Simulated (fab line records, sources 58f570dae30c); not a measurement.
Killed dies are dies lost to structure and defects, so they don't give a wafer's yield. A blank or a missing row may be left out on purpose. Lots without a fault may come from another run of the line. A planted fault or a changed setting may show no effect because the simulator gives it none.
Problem report in the 8D (eight disciplines) form, filled by code | flow berkeley_cmos170 | the parts of the form that need people (team, actions taken, sign-off) are left out

1. THE PROBLEM
developer_temp_C at UCB170_PVT_DEVELOP_05 reads a mean of 18.90 C on 6 wafers of 2 lots; wafers without a fault read 21.01 C with a standard deviation of 0.1. That is -21 standard deviations from the usual mean.
The step: develop time 45 s.
First seen on wafer L184.2, day 9 20:00, on litho_track-03. The record holds 42 wafers of 14 lots with a number at this step. Rule for "out", or "out of limits": more than 4 standard deviations from the usual mean. The other wafers with a number count as sound.

2. WHAT IT IS AND WHAT IT IS NOT
question                    | is                     | is not
which readings at this step | developer_temp_C       | -
which lots                  | L184, L185             | L163, L164, L165, L167, L168, L169, L171, L172, L174, L176, L177, L178
which wafers of those lots  | all that have a number | -
read on which tools         | litho_track-03         | litho_track-01, litho_track-02
when                        | from day 9 20:00       | up to then (36 sound wafers)

3. SUSPECTS, AND WHAT RULES EACH OUT
Counting: a tool at a process step up to the reading stays a suspect if it ran every lot that is out and no sound lot after the first of them.
- litho_track-03 at UCB170_PVT_DEVELOP_05 (develop time 45 s): kept. It ran every lot that is out, first L184 (day 9 20:00), and no sound lot after that; its last sound lot up to then is L176 (day 8 10:00). Its own readings are out on those wafers: developer_temp_C.
Left after counting: litho_track-03 at UCB170_PVT_DEVELOP_05.

4. THE CAUSE (what the simulator had put in)
Process parameter drift: litho_track-03, from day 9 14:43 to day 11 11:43, at UCB170_PVT_DEVELOP_05. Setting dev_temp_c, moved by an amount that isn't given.
Counting left only this tool.

5. THE CHAIN OF EFFECTS, in route order
Each row: a reading whose mean over the struck wafers that have a number lies more than 3 standard deviations from the usual. Only readings for which the record gives a usual standard deviation are gone through. hours: the time from each lot's start at the first step in this table that gives one to its start at this step, as a median over the lots. sigmas: the change in usual standard deviations.
hours | step                  | reading          | usual   | on struck wafers | change | sigmas
0     | UCB170_PVT_DEVELOP_05 | developer_temp_C | 21.01 C | 18.90            | -2.11  | -21
The process steps in it:
- UCB170_PVT_DEVELOP_05: develop time 45 s.

6. WHAT WOULD HAVE CAUGHT IT SOONER
In this record the first reading out of limits was taken at day 9 20:00, 5 hours after the fault began at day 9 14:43.
